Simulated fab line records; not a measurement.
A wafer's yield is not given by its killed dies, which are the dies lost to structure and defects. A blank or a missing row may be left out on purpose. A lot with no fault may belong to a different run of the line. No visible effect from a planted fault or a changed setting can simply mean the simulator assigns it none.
Problem report, 8D (eight disciplines) form, completed by code | flow berkeley_cmos170 | the parts of the form that need people (team, actions taken, sign-off) are left out

== 1. THE PROBLEM ==
Wafers without a fault read 9.997e+12, standard deviation 1.1e+10; dose_ions_cm2 at UCB170_NWELL_IMPLANT_14 reads a mean of 9.798e+12 on 6 wafers belonging to 2 lots. That is -18 standard deviations from the usual mean.
The first sign was on wafer L543.2 at day 4 04:57, on implanter-04. The record holds 18 wafers of 6 lots with a number at this step. Rule for "out" (also "out of limits"): further than 4 standard deviations from the usual mean. Any other wafer with a number is counted as sound.

== 2. WHAT IT IS, AND WHAT IT ISN'T ==
question                    | is                     | is not
which readings at this step | dose_ions_cm2          | beam_energy_keV
which lots                  | L543, L545             | L536, L544, L547, L552
which wafers of those lots  | all that have a number | -
read on which tools         | implanter-04           | implanter-02, implanter-03
when                        | from day 4 04:57       | up to then (3 sound wafers); but 9 sound wafers of L544, L547, L552 came after

== 3. WHAT RULES OUT EACH SUSPECT ==
Counting: a tool stays on the suspect list if, at a process step up to the reading, it processed all lots that are out and no sound lot following the first of them.
- rie_diel-03 at UCB170_NWELL_ETCH_13 (etches Si3N4 in CH3F/Ar/O2, stops on SiO2, target depth 246.4 nm, time 154 s): kept. It ran every lot that is out, first L543 (day 4 04:49), and no sound lot after that.
- implanter-04 at UCB170_NWELL_IMPLANT_14: kept. It ran every lot that is out, first L543 (day 4 04:57), and no sound lot after that. On those wafers its own readings are out: dose_ions_cm2.
The count leaves implanter-04 at UCB170_NWELL_IMPLANT_14 and rie_diel-03 at UCB170_NWELL_ETCH_13.

== 4. THE CAUSE (what the simulator had put in) ==
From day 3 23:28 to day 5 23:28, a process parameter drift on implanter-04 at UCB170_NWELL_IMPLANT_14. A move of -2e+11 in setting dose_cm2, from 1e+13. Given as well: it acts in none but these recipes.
Counting leaves 2 suspects; this tool is one of them.

== 5. THE EFFECT CHAIN, in route order ==
Rows list readings where the struck wafers' mean (over those with a number) sits beyond 3 standard deviations from the usual. Only readings for which the record gives a usual standard deviation are gone through. hours: the time from each lot's start at the first step in this table that gives one to its start at this step, as a median over the lots. sigmas: the change in usual standard deviations.
hours | step                    | reading       | usual     | on struck wafers | change     | sigmas
0     | UCB170_NWELL_IMPLANT_14 | dose_ions_cm2 | 9.997e+12 | 9.798e+12        | -1.990e+11 | -18
Its process steps:
- UCB170_NWELL_IMPLANT_14

== 6. HOW IT WOULD HAVE BEEN CAUGHT EARLIER ==
First out-of-limits reading in this record: day 4 04:57, which is 5 hours after fault onset at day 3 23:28.
